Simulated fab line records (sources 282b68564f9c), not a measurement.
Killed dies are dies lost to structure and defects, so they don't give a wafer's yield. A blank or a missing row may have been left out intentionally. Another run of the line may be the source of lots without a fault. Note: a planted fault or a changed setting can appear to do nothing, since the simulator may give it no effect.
fab line records ; flow ritCmos
[record] lots = 13; wafers = 39; lastDay = 7
route steps=202 shown ACTIVE@3 NRETRO@62 PSD@145 CONTACT@177 M1@202
lots that met no fault: taken from a fault-free run of the same line
startH: hours from the record's opening day to when the first of the lot's shown wafers began ; waitH: hours from the lot's prior step to this one ; " unchanged from the row above ; L1.1+2: several wafers, shown together as one row ; - either no value or no given start ; * or withheld: withheld ; < > ~ a bound
route shown NAME@n: a module of which the file shows steps, and the number in the route of the first ; usual: average and standard deviation across the fault-free wafers ; same: alike in all rows ; chamber/n: place in a boat ; sites: each site's reading ; _std_site: standard deviation of those values ; _edge_site: mean of outer sites minus mean of inner sites ; radiusMm: how far each site lies from the wafer's centre ; mask NAME#n: copy n ; behind: the tool/chamber that last shaped the wafer ; hold: the reason the lot was held/the length of the hold in hours/how it ended ; device: which transistor (n, p or np) failed to switch ; end of line: the route-end tests of the same wafers ; where a step has no rows: the recipe by itself ; killed: at the first sort, the dies lost to defects and structure; wafer yield is something else ; map: a wafer's dies, x killed, . not, _ none there
set.NAME: the setting as run; set.NAME@STEP: as run at that earlier step ; model.NAME: the simulator's own value behind a step, which no gauge read
the route's steps for a sample of lots (tables are steps, rows are wafers)
services: the hour from which a tool's chamber was out of use, counted from the record's first day as startH (under 0 if before that day), plus the number of hours and why
[[steps]]
[step RIT_ACTIVE_THK_MEAS_02]
[recipe] reads = SiO2_of_ACTIVE_OXIDATION_01
[usual] ACTIVE_OXIDE_THK = 46.6/0.95
lot.wafer;tool;chamber;startH;waitH;ACTIVE_OXIDE_THK[nm]
L859.1;filmMetro-02;-;12.51;0.0;46.2
L859.4;filmMetro-02;-;12.51;0.0;46.4
L859.5;filmMetro-02;-;12.51;0.0;46.3
L860.1;filmMetro-03;-;19.61;0.0;46.9
L860.2;filmMetro-03;-;19.61;0.0;46.6
L860.5;filmMetro-03;-;19.61;0.0;47.5
L862.1;filmMetro-02;-;28.13;0.0;48.6
L862.5;filmMetro-02;-;28.13;0.0;47.3
L862.6;filmMetro-02;-;28.13;0.0;48.0
L864.2;filmMetro-04;-;38.21;0.0;48.4
L864.3;filmMetro-04;-;38.21;0.0;47.3
L864.5;filmMetro-04;-;38.21;0.0;47.1
L865.2;filmMetro-04;-;42.06;0.0;46.2
L865.3;filmMetro-04;-;42.06;0.0;47.2
L865.6;filmMetro-04;-;42.06;0.0;46.5
L866.3;filmMetro-04;-;47.64;0.0;45.8
L866.5;filmMetro-04;-;47.64;0.0;45.8
L866.6;filmMetro-04;-;47.64;0.0;46.5
L867.1;filmMetro-03;-;53.20;0.0;47.3
L867.2;filmMetro-03;-;53.20;0.0;47.4
L867.3;filmMetro-03;-;53.20;0.0;46.9
L869.4;filmMetro-03;-;62.92;0.0;46.7
L869.5;filmMetro-03;-;62.92;0.0;46.6
L869.6;filmMetro-03;-;62.92;0.0;46.7
L871.4;filmMetro-02;-;72.10;0.0;47.7
L871.5;filmMetro-02;-;72.10;0.0;47.5
L871.6;filmMetro-02;-;72.10;0.0;47.6
L872.2;filmMetro-03;-;80.05;0.0;44.3
L872.4;filmMetro-03;-;80.05;0.0;44.2
L872.6;filmMetro-03;-;80.05;0.0;44.7
L873.2;filmMetro-02;-;82.06;0.0;45.9
L873.3;filmMetro-02;-;82.06;0.0;45.6
L873.5;filmMetro-02;-;82.06;0.0;44.7
L879.1;filmMetro-04;-;112.56;0.0;46.5
L879.3;filmMetro-04;-;112.56;0.0;46.9
L879.5;filmMetro-04;-;112.56;0.0;46.3
L881.4;filmMetro-02;-;122.66;0.0;46.3
L881.5;filmMetro-02;-;122.66;0.0;44.9
L881.6;filmMetro-02;-;122.66;0.0;45.7
[step RIT_NRETRO_STRIP_09]
[recipe] chemistry = O2; timeS = 180; resist = NOVOLAK; platenTempC = withheld; powerW = 500; pressureMtorr = 4000; o2FlowSccm = 4000
[usual] drypumpMotorCurrentA = 5.48/0.18
lot.wafer;tool;chamber;startH;waitH;drypumpMotorCurrentA;rfHoursCounterH
L859.1;plasmaAsher-02;1;34.91;0.1;5.51;38
L859.4;plasmaAsher-02;1;34.91;0.1;5.53;-
L859.5;plasmaAsher-02;0;34.91;0.1;5.46;-
L860.1;plasmaAsher-01;1;38.82;0.1;5.14;24
L860.2;plasmaAsher-01;0;38.82;0.1;5.61;24
L860.5;plasmaAsher-01;0;38.82;0.1;5.61;-
L862.1;plasmaAsher-03;1;47.25;0.1;5.57;41
L862.5;plasmaAsher-03;0;47.25;0.1;5.64;-
L862.6;plasmaAsher-03;1;47.25;0.1;5.56;-
L864.2;plasmaAsher-01;0;56.94;0.1;5.65;26
L864.3;plasmaAsher-01;1;56.94;0.1;5.13;-
L864.5;plasmaAsher-01;1;56.94;0.1;5.10;-
L865.2;plasmaAsher-02;1;61.99;0.1;5.47;41
L865.3;plasmaAsher-02;1;61.99;0.1;5.51;-
L865.6;plasmaAsher-02;0;61.99;0.1;5.49;-
L866.3;plasmaAsher-02;1;66.97;0.1;5.51;-
L866.5;plasmaAsher-02;0;66.97;0.1;5.46;-
L866.6;plasmaAsher-02;1;66.97;0.1;5.50;-
L867.1;plasmaAsher-01;1;70.35;0.1;5.12;27
L867.2;plasmaAsher-01;0;70.35;0.1;5.67;27
L867.3;plasmaAsher-01;0;70.35;0.1;5.65;-
L869.4;plasmaAsher-01;1;83.70;0.1;5.11;-
L869.5;plasmaAsher-01;1;83.70;0.1;5.14;-
L869.6;plasmaAsher-01;0;83.70;0.1;5.68;-
L871.4;plasmaAsher-02;0;94.02;0.1;5.45;-
L871.5;plasmaAsher-02;0;94.02;0.1;5.47;-
L871.6;plasmaAsher-02;1;94.02;0.1;5.49;-
L872.2;plasmaAsher-02;1;98.30;0.1;5.49;44
L872.4;plasmaAsher-02;0;98.30;0.1;5.47;-
L872.6;plasmaAsher-02;1;98.30;0.1;5.49;-
L873.2;plasmaAsher-01;1;102.90;0.1;5.14;31
L873.3;plasmaAsher-01;0;102.90;0.1;5.67;-
L873.5;plasmaAsher-01;1;102.90;0.1;5.13;-
L879.1;plasmaAsher-03;0;135.44;0.1;5.64;2
L879.3;plasmaAsher-03;1;135.44;0.1;5.56;-
L879.5;plasmaAsher-03;1;135.44;0.1;5.54;-
L881.4;plasmaAsher-03;1;141.71;0.1;5.58;-
L881.5;plasmaAsher-03;1;141.71;0.1;5.59;-
L881.6;plasmaAsher-03;0;141.71;0.1;5.66;-
[step RIT_PSD_EXPOSE_03]
[recipe] maskId = M10; na = 0.57; targetCdNm = 40900; doseMj = 250
lot.wafer;tool;chamber;startH;waitH;mask
L859.1+4+5;ilineStepper-02;0;54.76;0.2;M10#0
L860.1+2+5;ilineStepper-01;0;57.60;0.2;M10#0
L862.1+5+6;ilineStepper-02;0;68.49;0.1;M10#0
L864.2+3+5;ilineStepper-02;0;77.38;0.1;M10#0
L865.2+3+6;ilineStepper-02;0;80.86;0.1;M10#0
L866.3+5+6;ilineStepper-01;0;85.91;0.2;M10#0
L867.1+2+3;ilineStepper-01;0;95.67;0.1;M10#0
L869.4+5+6;ilineStepper-01;0;103.87;0.2;M10#0
L871.4+5+6;ilineStepper-01;0;116.48;0.2;M9#0
L872.2+4+6;ilineStepper-01;0;121.14;0.1;M10#0
L873.2+3+5;ilineStepper-01;0;125.32;0.1;M10#0
L879.1+3+5;ilineStepper-01;0;155.52;0.2;M10#0
L881.4+5+6;ilineStepper-01;0;162.27;0.1;M10#0
[step RIT_PSD_OVL_MEAS_06]
[usual] PSD_OVL = -0.4/1.2
lot.wafer;tool;chamber;startH;waitH;PSD_OVL[nm]
L859.1;overlay-02;-;55.16;-;-1.3
L859.4;overlay-02;-;55.16;-;-0.4
L859.5;overlay-02;-;55.16;-;0.7
L860.1;overlay-01;-;58.00;-;-1.7
L860.2;overlay-01;-;58.00;-;-2.0
L860.5;overlay-01;-;58.00;-;-1.8
L862.1;overlay-02;-;68.89;-;0.2
L862.5;overlay-02;-;68.89;-;1.1
L862.6;overlay-02;-;68.89;-;1.7
L864.2;overlay-01;-;77.77;-;-1.6
L864.3;overlay-01;-;77.77;-;-0.1
L864.5;overlay-01;-;77.77;-;-1.0
L865.2;overlay-01;-;81.25;-;-2.4
L865.3;overlay-01;-;81.25;-;-2.3
L865.6;overlay-01;-;81.25;-;-1.1
L866.3;overlay-01;-;86.29;-;1.0
L866.5;overlay-01;-;86.29;-;-0.6
L866.6;overlay-01;-;86.29;-;2.6
L867.1;overlay-02;-;96.07;-;0.8
L867.2;overlay-02;-;96.07;-;0.4
L867.3;overlay-02;-;96.07;-;0.0
L869.4;overlay-02;-;104.26;-;-0.2
L869.5;overlay-02;-;104.26;-;-0.7
L869.6;overlay-02;-;104.26;-;0.2
L871.4;overlay-01;-;116.83;-;-
L871.5;overlay-01;-;116.83;-;-
L871.6;overlay-01;-;116.83;-;-
L872.2;overlay-02;-;121.52;-;-0.6
L872.4;overlay-02;-;121.52;-;-0.7
L872.6;overlay-02;-;121.52;-;-0.7
L873.2;overlay-01;-;125.71;-;0.1
L873.3;overlay-01;-;125.71;-;-0.2
L873.5;overlay-01;-;125.71;-;-0.9
L879.1;overlay-01;-;155.92;-;-1.7
L879.3;overlay-01;-;155.92;-;-1.4
L879.5;overlay-01;-;155.92;-;-0.1
L881.4;overlay-01;-;162.63;-;0.7
L881.5;overlay-01;-;162.63;-;0.7
L881.6;overlay-01;-;162.63;-;-0.6
[step RIT_PSD_TW_MEAS_10]
[usual] PSD_TW = 3416/14
lot.wafer;tool;chamber;startH;waitH;PSD_TW
L859.1;filmMetro-02;-;55.67;0.1;3409
L859.4;filmMetro-02;-;55.67;0.1;3443
L859.5;filmMetro-02;-;55.67;0.1;3409
L860.1;filmMetro-04;-;58.51;0.1;3429
L860.2;filmMetro-04;-;58.51;0.1;3416
L860.5;filmMetro-04;-;58.51;0.1;3443
L862.1;filmMetro-02;-;69.40;0.1;3436
L862.5;filmMetro-02;-;69.40;0.1;3429
L862.6;filmMetro-02;-;69.40;0.1;3450
L864.2;filmMetro-02;-;78.29;0.1;3403
L864.3;filmMetro-02;-;78.29;0.1;3422
L864.5;filmMetro-02;-;78.29;0.1;3400
L865.2;filmMetro-03;-;81.76;0.1;3438
L865.3;filmMetro-03;-;81.76;0.1;3433
L865.6;filmMetro-03;-;81.76;0.1;3431
L866.3;filmMetro-03;-;86.81;0.1;3420
L866.5;filmMetro-03;-;86.81;0.1;3408
L866.6;filmMetro-03;-;86.81;0.1;3442
L867.1;filmMetro-03;-;96.59;0.1;3416
L867.2;filmMetro-03;-;96.59;0.1;3432
L867.3;filmMetro-03;-;96.59;0.1;3427
L869.4;filmMetro-02;-;104.78;0.1;3423
L869.5;filmMetro-02;-;104.78;0.1;3434
L869.6;filmMetro-02;-;104.78;0.1;3413
L871.4;filmMetro-03;-;117.36;0.1;30
L871.5;filmMetro-03;-;117.36;0.1;30
L871.6;filmMetro-03;-;117.36;0.1;30
L872.2;filmMetro-03;-;122.05;0.1;3401
L872.4;filmMetro-03;-;122.05;0.1;3414
L872.6;filmMetro-03;-;122.05;0.1;3415
L873.2;filmMetro-03;-;126.37;0.1;3428
L873.3;filmMetro-03;-;126.37;0.1;3420
L873.5;filmMetro-03;-;126.37;0.1;3410
L879.1;filmMetro-02;-;156.43;0.1;3438
L879.3;filmMetro-02;-;156.43;0.1;3410
L879.5;filmMetro-02;-;156.43;0.1;3432
L881.4;filmMetro-03;-;163.15;0.1;3401
L881.5;filmMetro-03;-;163.15;0.1;3396
L881.6;filmMetro-03;-;163.15;0.1;3410
[step RIT_CONTACT_OVL_MEAS_09]
[usual] CONTACT_OVL = -1.0/1.5
lot.wafer;tool;chamber;startH;waitH;CONTACT_OVL[nm]
L859.1;overlay-01;-;58.70;0.1;-1.4
L859.4;overlay-01;-;58.70;0.1;-0.1
L859.5;overlay-01;-;58.70;0.1;-1.5
L860.1;overlay-01;-;61.43;0.1;-1.1
L860.2;overlay-01;-;61.43;0.1;-1.4
L860.5;overlay-01;-;61.43;0.1;-1.0
L862.1;overlay-01;-;72.39;0.1;-0.8
L862.5;overlay-01;-;72.39;0.1;-0.7
L862.6;overlay-01;-;72.39;0.1;1.8
L864.2;overlay-01;-;81.09;0.1;-3.2
L864.3;overlay-01;-;81.09;0.1;-1.7
L864.5;overlay-01;-;81.09;0.1;-2.9
L865.2;overlay-01;-;84.44;0.1;0.9
L865.3;overlay-01;-;84.44;0.1;-2.5
L865.6;overlay-01;-;84.44;0.1;-1.6
L866.3;overlay-01;-;89.48;0.1;-2.5
L866.5;overlay-01;-;89.48;0.1;-3.1
L866.6;overlay-01;-;89.48;0.1;-1.6
L867.1;overlay-01;-;99.50;0.1;0.1
L867.2;overlay-01;-;99.50;0.1;-2.1
L867.3;overlay-01;-;99.50;0.1;-2.2
L869.4;overlay-02;-;107.57;0.1;1.6
L869.5;overlay-02;-;107.57;0.1;-0.9
L869.6;overlay-02;-;107.57;0.1;0.7
L871.4;overlay-02;-;120.07;0.1;-0.4
L871.5;overlay-02;-;120.07;0.1;-0.6
L871.6;overlay-02;-;120.07;0.1;-3.4
L872.2;overlay-01;-;124.79;0.1;-3.0
L872.4;overlay-01;-;124.79;0.1;-2.5
L872.6;overlay-01;-;124.79;0.1;-3.4
L873.2;overlay-02;-;129.22;0.1;1.2
L873.3;overlay-02;-;129.22;0.1;0.5
L873.5;overlay-02;-;129.22;0.1;1.2
L879.1;overlay-01;-;159.39;0.1;-0.9
L879.3;overlay-01;-;159.39;0.1;-2.8
L879.5;overlay-01;-;159.39;0.1;-3.3
L881.4;overlay-01;-;165.95;0.1;-3.3
L881.5;overlay-01;-;165.95;0.1;-2.8
L881.6;overlay-01;-;165.95;0.1;-0.1
[step RIT_M1_PROBE_99]
[usual] killedAtContacts = 0.1/0.23; killedAtFrontEnd = 6.7/2.7; killedDies = 6.7/2.7; killedOnRim = 1.8/1.2; killedOpen = 3.2/1.8; killedShort = 3.5/1.9
[same] grossDies = 264; killed_at_M0_to_M3 = 0; killed_at_M4_up = 0; killedAtBackSide = 0; killedAtOther = 0
lot.wafer;tool;chamber;startH;waitH;killedAtContacts;killedAtFrontEnd;killedDies;killedOnRim;killedOpen;killedShort
L871.4;prober-02;-;125.40;0.2;0;264;264;70;0;2
L871.5;prober-02;-;125.45;0.2;0;264;264;70;0;4
L871.6;prober-02;-;125.50;0.2;0;264;264;70;1;1
L872.2;prober-01;-;130.08;0.1;0;6;6;2;4;1
L872.4;prober-01;-;130.18;0.2;0;6;6;2;2;4
L872.6;prober-01;-;130.28;0.2;0;8;8;1;4;4
// killed by level:class
L871.4 PSD:areaExpose=262 GATE:geometricParticle:short=2
L871.5 PSD:areaExpose=260 GATE:geometricParticle:short=3 FOX1:geometricParticle:short=1
L871.6 PSD:areaExpose=262 GATE:geometricParticle:short=1 GATE:geometricParticle:open=1
L872.2 REOX:geometricParticle:open=3 GATE:geometricParticle:open=1 REOX:geometricParticle:short=1 NLDD:coatMicrobubblePrinted=1
L872.4 GATE:geometricParticle:short=2 ACTIVE:geometricParticle:short=1 GATE:geometricParticle:open=1 SPACER:geometricParticle:short=1 SPACER:geometricParticle:open=1
L872.6 GATE:geometricParticle:open=3 GATE:geometricParticle:short=2 FOX1:geometricParticle:short=1 REOX:geometricParticle:short=1 REOX:geometricParticle:open=1
[[services]]
tool;chamber;startH;hours;kind
ilineStepper-01;-;11.76;2.1;pm
ilineStepper-01;-;13.84;-;consumableReplace:lamp
ilineStepper-01;0;20.04;-;calibration
ilineStepper-01;-;33.67;3.2;repair
ilineStepper-01;-;107.45;1.7;pm
plasmaAsher-03;-;108.84;9.0;pm
plasmaAsher-03;0;108.84;9.0;ventCycle
plasmaAsher-03;1;108.84;9.0;ventCycle
plasmaAsher-03;0;117.84;-;clean
plasmaAsher-03;1;117.84;-;clean
[[key]]
[firstSign] step = RIT_PSD_EXPOSE_03; reading = mask; direction = changed
[effect] step = RIT_PSD_OVL_MEAS_06; reading = PSD_OVL; direction = missing
[effect] step = RIT_PSD_TW_MEAS_10; reading = PSD_TW; direction = down; sigmas = 99+; usual = 3416; struck = 30
[effect] step = RIT_M1_PROBE_99; reading = killedAtFrontEnd; direction = up; sigmas = 96; usual = 6.7; struck = 264
[moreKillsBornAt] RIT_PSD_EXPOSE_03@ilineStepper-01 = 784
metAt RIT_PSD_EXPOSE_03
struckLots L871
testerLeftOut L871
notActingAt RIT_ACTIVE_THK_MEAS_02,RIT_NRETRO_STRIP_09,RIT_CONTACT_OVL_MEAS_09
onsetBetween 103.87 116.48
[fault] kind = wrongMask; tool = any; chamber = -; onsetH = 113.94; steps = RIT_PSD_EXPOSE_03; auxCopy = M9#0; scope = struckLotsOnly
// testerLeftOut: of these lots the tester's yield and bins aren't shown, on N5 and GAA mostly nor the transistor test; their killed dies are dies lost to structure and defects alone, not to doping, threshold or leakage, so they don't give the yield
